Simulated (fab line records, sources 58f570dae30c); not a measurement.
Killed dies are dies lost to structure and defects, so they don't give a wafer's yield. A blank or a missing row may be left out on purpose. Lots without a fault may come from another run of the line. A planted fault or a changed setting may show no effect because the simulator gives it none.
Which tool did it? | flow berkeley_cmos170 | 14 lots, 42 wafers sampled, at 5 steps of a route of 331

WHAT THE GAUGES READ, wafer by wafer
UCB170_V2_BOW_MEAS_03. Usual: V2_BOW 37 um, standard deviation 7.8.
lot  | measured     | on            | V2_BOW (um) | flag
L966 | day 8 02:22  | film_metro-01 | 34 35 31    |
L967 | day 8 03:04  | film_metro-02 | 39 40 48    |
L965 | day 8 06:29  | film_metro-01 | 28 29 44    |
L969 | day 8 06:49  | film_metro-03 | 23 37 55    |
L968 | day 8 07:05  | film_metro-01 | 46 49 26    |
L971 | day 8 16:29  | film_metro-02 | 34 31 41    |
L970 | day 8 16:33  | film_metro-01 | 33 34 52    |
L972 | day 8 21:06  | film_metro-02 | 29 27 33    |
L973 | day 9 14:25  | film_metro-03 | 43 37 48    |
L974 | day 9 19:57  | film_metro-01 | 43 32 35    |
L979 | day 10 21:53 | film_metro-01 | 47 36 40    |
L983 | day 11 20:10 | film_metro-01 | 40 43 45    |
L986 | day 11 20:33 | film_metro-03 | 45 45 41    |
L987 | day 11 20:50 | film_metro-03 | 37 43 44    |

UCB170_V2_THK_MEAS_04. Usual: V2_POLISHED_THK 1000.6 nm, standard deviation 1.2.
lot  | measured     | on            | V2_POLISHED_THK (nm) | flag
L966 | day 8 02:29  | film_metro-01 | 1002.6 1000.2 1001.4 |
L967 | day 8 03:11  | film_metro-02 | 998.9 1001.2 999.2   |
L965 | day 8 06:37  | film_metro-01 | 1000.1 999.8 999.3   |
L969 | day 8 06:55  | film_metro-03 | 1000.9 1000.3 998.9  |
L968 | day 8 07:12  | film_metro-01 | 1001.5 1000.2 1000.6 |
L971 | day 8 16:35  | film_metro-02 | 1000.1 998.7 1001.0  |
L970 | day 8 16:40  | film_metro-01 | 1000.8 999.2 997.8   |
L972 | day 8 21:13  | film_metro-02 | 1000.2 1001.2 999.2  |
L973 | day 9 14:32  | film_metro-03 | 1347.7 1355.8 1367.9 | OFF
L974 | day 9 20:03  | film_metro-01 | 1337.9 1346.5 1348.4 | OFF
L979 | day 10 21:59 | film_metro-01 | 1000.1 1002.1 1002.6 |
L983 | day 11 20:16 | film_metro-01 | 1001.9 1000.3 1000.5 |
L986 | day 11 20:40 | film_metro-03 | 1001.4 1001.9 1001.3 |
L987 | day 11 20:57 | film_metro-03 | 1002.3 1000.7 1002.2 |

UCB170_V2_CD_MEAS_90: target cd 700 nm. Usual: cd_nm 700.4 nm, standard deviation 1.5.
lot  | measured     | on        | cd_nm (nm)        | flag
L966 | day 8 04:25  | cd_sem-01 | 702.0 701.2 701.7 |
L967 | day 8 04:58  | cd_sem-02 | 700.5 701.9 700.3 |
L965 | day 8 08:08  | cd_sem-01 | 698.2 698.2 697.1 |
L969 | day 8 08:35  | cd_sem-01 | 701.2 699.7 702.0 |
L968 | day 8 08:52  | cd_sem-02 | 700.6 700.9 700.8 |
L971 | day 8 18:14  | cd_sem-02 | 700.2 700.5 700.5 |
L970 | day 8 18:40  | cd_sem-01 | 700.0 698.2 699.4 |
L972 | day 8 23:26  | cd_sem-02 | 700.3 700.7 700.4 |
L973 | day 9 16:37  | cd_sem-02 | 702.4 702.7 700.9 |
L974 | day 9 21:37  | cd_sem-02 | 698.4 697.7 698.1 |
L979 | day 11 00:16 | cd_sem-01 | 702.2 702.4 702.5 |
L983 | day 11 22:07 | cd_sem-01 | 702.9 699.4 701.4 |
L986 | day 11 22:25 | cd_sem-01 | 699.4 699.0 698.4 |
L987 | day 11 23:03 | cd_sem-01 | 701.3 700.3 698.3 |

WHICH TOOL RAN EACH LOT (tool, then ch and the chambers of the sampled wafers, then the start)
lot  | UCB170_V2_CMP_02              | UCB170_V2_ETCH_14
L966 | cmp-02 ch 0,2, day 8 02:07    | rie_diel-01 ch 0,1,3, day 8 04:08
L967 | cmp-01 ch 0,2, day 8 02:46    | rie_diel-03 ch 0,1,2, day 8 04:41
L965 | cmp-02 ch 0,1,3, day 8 06:17  | rie_diel-03 ch 1,2,3, day 8 07:52
L969 | cmp-01 ch 0,1,3, day 8 06:31  | rie_diel-02 ch 2,3, day 8 08:16
L968 | cmp-02 ch 1,2,3, day 8 06:55  | rie_diel-01 ch 0,3, day 8 08:34
L971 | cmp-02 ch 1,2,3, day 8 16:11  | rie_diel-01 ch 1,2,3, day 8 17:55
L970 | cmp-01 ch 2,3, day 8 16:14    | rie_diel-03 ch 1,2,3, day 8 18:22
L972 | cmp-02 ch 0,1,2, day 8 20:48  | rie_diel-03 ch 0,1,3, day 8 23:10
L973 | cmp-02 ch 0,2,3, day 9 14:16  | rie_diel-03 ch 0,1,3, day 9 16:20
L974 | cmp-02 ch 1,2, day 9 19:40    | rie_diel-01 ch 0,3, day 9 21:17
L979 | cmp-01 ch 1,2, day 10 21:34   | rie_diel-03 ch 0,1,2, day 10 23:58
L983 | cmp-01 ch 0,2,3, day 11 19:53 | rie_diel-02 ch 2,3, day 11 21:49
L986 | cmp-01 ch 1,3, day 11 20:14   | rie_diel-02 ch 0,2,3, day 11 22:07
L987 | cmp-01 ch 0,1,2, day 11 20:32 | rie_diel-02 ch 0,2, day 11 22:47
- UCB170_V2_CMP_02: polishes SiO2.
- UCB170_V2_ETCH_14: etches SiO2 in CHF3/CF4/Ar, stops on Al, target depth 1250 nm, time 291 s.

WHAT THE TOOLS THEMSELVES READ (means of the sampled wafers that have a number; where no wafer has one, the mark that the record gives instead)
UCB170_V2_CMP_02. Usual: motor_current_A 16.0 A, standard deviation 1.5; slurry_flow_ml_min 150.0, standard deviation 0.44.
lot  | tool   | motor_current_A (A) | slurry_flow_ml_min | flag
L966 | cmp-02 | 18.2                | 149.8              |
L967 | cmp-01 | 15.3                | 150.0              |
L965 | cmp-02 | 16.2                | 149.9              |
L969 | cmp-01 | 16.0                | 149.8              |
L968 | cmp-02 | 16.2                | 150.0              |
L971 | cmp-02 | 16.1                | 150.3              |
L970 | cmp-01 | 16.3                | 149.9              |
L972 | cmp-02 | 16.7                | 150.0              |
L973 | cmp-02 | 16.8                | 150.1              |
L974 | cmp-02 | 15.0                | 149.8              |
L979 | cmp-01 | 15.3                | 149.3              |
L983 | cmp-01 | 15.6                | 150.0              |
L986 | cmp-01 | 16.2                | 149.6              |
L987 | cmp-01 | 15.1                | 150.6              |

UCB170_V2_ETCH_14. Usual: drypump_motor_current_A 5.8 A, standard deviation 0.56; oes_product_au 0.876 a.u., standard deviation 0.011; throttle_valve_pct 6.98 %, standard deviation 0.12.
lot  | tool        | drypump_motor_current_A (A) | oes_product_au (a.u.) | throttle_valve_pct (%) | flag
L966 | rie_diel-01 | 5.5                         | 0.871                 | 6.91                   |
L967 | rie_diel-03 | 6.1                         | 0.874                 | 7.09                   |
L965 | rie_diel-03 | 6.4                         | 0.878                 | 7.03                   |
L969 | rie_diel-02 | 5.9                         | 0.883                 | 7.06                   |
L968 | rie_diel-01 | 5.8                         | 0.866                 | 6.82                   |
L971 | rie_diel-01 | 5.2                         | 0.880                 | 6.98                   |
L970 | rie_diel-03 | 6.4                         | 0.879                 | 7.03                   |
L972 | rie_diel-03 | 6.2                         | 0.869                 | 6.99                   |
L973 | rie_diel-03 | 6.2                         | 0.993                 | 7.01                   | OFF
L974 | rie_diel-01 | 5.6                         | 1.001                 | 6.84                   | OFF
L979 | rie_diel-03 | 6.1                         | 0.873                 | 7.09                   |
L983 | rie_diel-02 | 5.9                         | 0.883                 | 7.06                   |
L986 | rie_diel-02 | 5.8                         | 0.874                 | 6.99                   |
L987 | rie_diel-02 | 5.5                         | 0.883                 | 6.88                   |

THE ANSWER, worked out from the rows above alone
Rule: a lot is off if the mean of its wafers that have a number lies more than 3 standard deviations from the usual mean. A lot without any number at a reading at which 4 lots or more have one is off too. The other lots that the step has rows for count as sound. The gauges are gone through in route order, then the tools' own readings, and for those a lot's mean is taken as printed above. The first step at which some lot is off is used, and at that step the reading that is off furthest; a lot without a number counts as furthest.
Off: L973, L974, at UCB170_V2_THK_MEAS_04 (V2_POLISHED_THK).
A tool fits if, at a process step before that reading, it ran every lot that is off, and no sound lot after the first of them. The gauges at UCB170_V2_THK_MEAS_04 aren't tried: what is off there is off at UCB170_V2_ETCH_14 too, on other tools, and a gauge's error can't cause that. One fits: cmp-02 at UCB170_V2_CMP_02. Its last sound lot is L972 (day 8 20:48), its first lot that is off L973 (day 9 14:16): a fault that began between those two fits.

WHAT THE SIMULATOR HAD PUT IN
Process parameter drift: cmp-02, from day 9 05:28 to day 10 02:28, at UCB170_V2_CMP_02. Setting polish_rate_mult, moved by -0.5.
Lots struck among those shown: L973, L974. The rule above found the same.
